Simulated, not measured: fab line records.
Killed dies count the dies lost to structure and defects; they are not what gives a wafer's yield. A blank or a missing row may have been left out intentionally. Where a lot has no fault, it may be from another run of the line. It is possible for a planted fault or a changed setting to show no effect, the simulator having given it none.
What tool caused it?	flow berkeleyCmos170	14 lots, 42 wafers sampled, at 5 steps of a route of 331

WHAT THE GAUGES READ, wafer by wafer
UCB170_GATE_OVL_MEAS_13. Usual: GATE_OVL gives -2 nm (standard deviation 4.6).
lot	measured	on	GATE_OVL (nm)	flag
L100	day 7 05:55	overlay-01	-4 -3 -1	
L102	day 7 09:54	overlay-02	-6 -1 -7	
L103	day 7 16:39	overlay-02	3 -7 6	
L105	day 7 17:11	overlay-01	-5 -14 -9	
L104	day 7 17:27	overlay-01	-2 -3 -2	
L106	day 8 03:02	overlay-01	0 -4 -7	
L108	day 8 03:10	overlay-02	-8 -6 -5	
L107	day 8 03:26	overlay-01	-1 3 5	
L114	day 10 06:42	overlay-01	0 2 -10	
L115	day 10 06:58	overlay-01	3 -4 3	
L117	day 10 23:31	overlay-01	1 9 -6	
L119	day 10 23:53	overlay-01	-6 -1 1	
L121	day 11 09:59	overlay-02	2 3 -1	
L120	day 11 10:20	overlay-01	-11 -10 0	

UCB170_PSD_CD_MEAS_06 targets a cd of 1200 nm. Usual: 1200.1 nm for cdNm, sd 1.1.
lot	measured	on	cdNm (nm)	flag
L100	day 7 17:03	cdSem-01	1199.6 1199.7 1198.4	
L102	day 7 19:34	cdSem-02	1199.9 1199.4 1199.6	
L103	day 8 00:46	cdSem-01	1198.7 1199.3 1198.6	
L105	day 8 00:44	cdSem-02	1199.7 1200.5 1197.2	
L104	day 8 03:23	cdSem-02	1199.8 1200.3 1200.0	
L106	day 8 13:42	cdSem-02	1200.4 1200.3 1199.2	
L108	day 8 13:50	cdSem-01	1202.6 1201.3 1201.9	
L107	day 8 13:56	cdSem-02	1201.3 1200.8 1201.0	
L114	day 10 17:07	cdSem-01	1200.3 1199.4 1198.5	
L115	day 10 16:33	cdSem-01	1198.8 1200.8 1200.6	
L117	day 11 09:20	cdSem-01	1198.8 1199.8 1198.8	
L119	day 11 09:38	cdSem-02	1200.9 1200.6 1200.7	
L121	day 12 00:46	cdSem-01	1199.0 1199.7 1198.4	
L120	day 12 00:41	cdSem-02	1201.6 1201.3 1199.8	

UCB170_PSD_OVL_MEAS_07. Usual: PSD_OVL gives -1 nm (standard deviation 5.1).
lot	measured	on	PSD_OVL (nm)	flag
L100	day 7 17:10	overlay-02	-2 -8 -2	
L102	day 7 19:41	overlay-02	3 -5 -5	
L103	day 8 00:53	overlay-01	6 0 4	
L105	day 8 00:49	overlay-02	5 4 -1	
L104	day 8 03:30	overlay-01	1 -2 6	
L106	day 8 13:49	overlay-02	-5 0 -6	
L108	day 8 13:56	overlay-01	-1 2 -3	
L107	day 8 14:03	overlay-02	1 -6 -9	
L114	day 10 17:13	overlay-01	-4 3 1	
L115	day 10 16:40	overlay-01	4 -3 -3	
L117	day 11 09:26	overlay-01	6 4 5	
L119	day 11 09:43	overlay-02	-5 -3 -7	
L121	day 12 00:53	overlay-01	-7 -10 -3	
L120	day 12 00:47	overlay-02	-4 -3 -2	

TOOL THAT RAN EACH LOT (tool first, then ch and the chambers of the sampled wafers, then the start)
lot	UCB170_NLDD_COAT_01	UCB170_NLDD_STRIP_10
L100	lithoTrack-02 ch 0, day 7 09:12	plasmaAsher-04 ch 0,1, day 7 10:41
L102	lithoTrack-02 ch 0, day 7 12:28	plasmaAsher-04 ch 0,1, day 7 13:37
L103	lithoTrack-02 ch 0, day 7 19:25	plasmaAsher-04 ch 0,1, day 7 20:34
L105	lithoTrack-02 ch 0, day 7 19:57	plasmaAsher-04 ch 0,1, day 7 21:11
L104	lithoTrack-04 ch 0, day 7 20:22	plasmaAsher-03 ch 0,1, day 7 21:31
L106	lithoTrack-01 ch 0, day 8 06:09	plasmaAsher-03 ch 0,1, day 8 07:26
L108	lithoTrack-02 ch 0, day 8 06:48	plasmaAsher-01 ch 0,1, day 8 08:02
L107	lithoTrack-04 ch 0, day 8 07:42	plasmaAsher-04 ch 0,1, day 8 08:51
L114	lithoTrack-02 ch 0, day 10 09:43	plasmaAsher-03 ch 0,1, day 10 11:13
L115	lithoTrack-02 ch 0, day 10 10:36	plasmaAsher-04 ch 0,1, day 10 12:09
L117	lithoTrack-02 ch 0, day 11 02:19	plasmaAsher-04 ch 1, day 11 03:53
L119	lithoTrack-04 ch 0, day 11 03:28	plasmaAsher-01 ch 0,1, day 11 04:49
L121	lithoTrack-04 ch 0, day 11 13:34	plasmaAsher-03 ch 0,1, day 11 15:02
L120	lithoTrack-01 ch 0, day 11 14:46	plasmaAsher-03 ch 0,1, day 11 16:02
- UCB170_NLDD_COAT_01: resist thk 900 nm.
- UCB170_NLDD_STRIP_10: strips in O2.

AS READ BY THE TOOLS THEMSELVES (means over the sampled wafers that have a number; for cases with no such wafer, the mark the record gives instead)
UCB170_NLDD_COAT_01. Usual: chillPlateTempC 22.98 C, standard deviation 0.11; dispensePressureKPa 50 kPa, standard deviation 4.8.
lot	tool	chillPlateTempC (C)	dispensePressureKPa (kPa)	flag
L100	lithoTrack-02	23.05	49	
L102	lithoTrack-02	22.99	49	
L103	lithoTrack-02	22.88	49	
L105	lithoTrack-02	23.00	49	
L104	lithoTrack-04	22.87	56	
L106	lithoTrack-01	23.06	44	
L108	lithoTrack-02	23.03	49	
L107	lithoTrack-04	23.08	56	
L114	lithoTrack-02	22.99	49	
L115	lithoTrack-02	23.03	49	
L117	lithoTrack-02	23.11	49	
L119	lithoTrack-04	23.03	56	
L121	lithoTrack-04	23.08	56	
L120	lithoTrack-01	23.03	44	

UCB170_NLDD_STRIP_10. Usual: drypumpMotorCurrentA 5.8 A, standard deviation 0.5; oesProductAu 0.735 a.u., standard deviation 0.0043; stripTimeToEndpointS 21.64 s, standard deviation 0.062.
lot	tool	drypumpMotorCurrentA (A)	oesProductAu (a.u.)	stripTimeToEndpointS (s)	flag
L100	plasmaAsher-04	6.3	0.733	21.69	
L102	plasmaAsher-04	6.3	0.735	21.62	
L103	plasmaAsher-04	6.1	0.737	21.61	
L105	plasmaAsher-04	6.1	0.733	21.71	
L104	plasmaAsher-03	5.9	0.735	21.63	
L106	plasmaAsher-03	6.0	0.732	21.68	
L108	plasmaAsher-01	5.0	0.736	21.57	
L107	plasmaAsher-04	6.3	0.735	21.54	
L114	plasmaAsher-03	6.0	0.735	21.75	
L115	plasmaAsher-04	6.1	0.739	21.11	OFF
L117	plasmaAsher-04	5.8	0.736	21.07	OFF
L119	plasmaAsher-01	5.1	0.731	21.61	
L121	plasmaAsher-03	5.8	0.736	21.57	
L120	plasmaAsher-03	6.0	0.733	21.61	

THE ANSWER, worked out from the rows above alone
Rule: a lot counts as off when the mean over its wafers that have a number is more than 3 standard deviations away from the usual mean. A lot without any number at a reading at which 4 lots or more have one is off too. All remaining lots with rows at the step are treated as sound. The gauges are gone through in route order, then the tools' own readings, and for those a lot's mean is taken as printed above. At the first step where some lot is off, the reading lying furthest off is the one used; lots without a number count as furthest.
Off: L115, L117 (UCB170_NLDD_STRIP_10, stripTimeToEndpointS).
If a tool, at that step or one of the process steps before it, ran each lot that is off and ran no sound lot following the first of them, it fits. 2 tools fit, lithoTrack-02 at UCB170_NLDD_COAT_01 and plasmaAsher-04 at UCB170_NLDD_STRIP_10, so this cannot tell which one it is.

WHAT THE SIMULATOR HAD PUT IN
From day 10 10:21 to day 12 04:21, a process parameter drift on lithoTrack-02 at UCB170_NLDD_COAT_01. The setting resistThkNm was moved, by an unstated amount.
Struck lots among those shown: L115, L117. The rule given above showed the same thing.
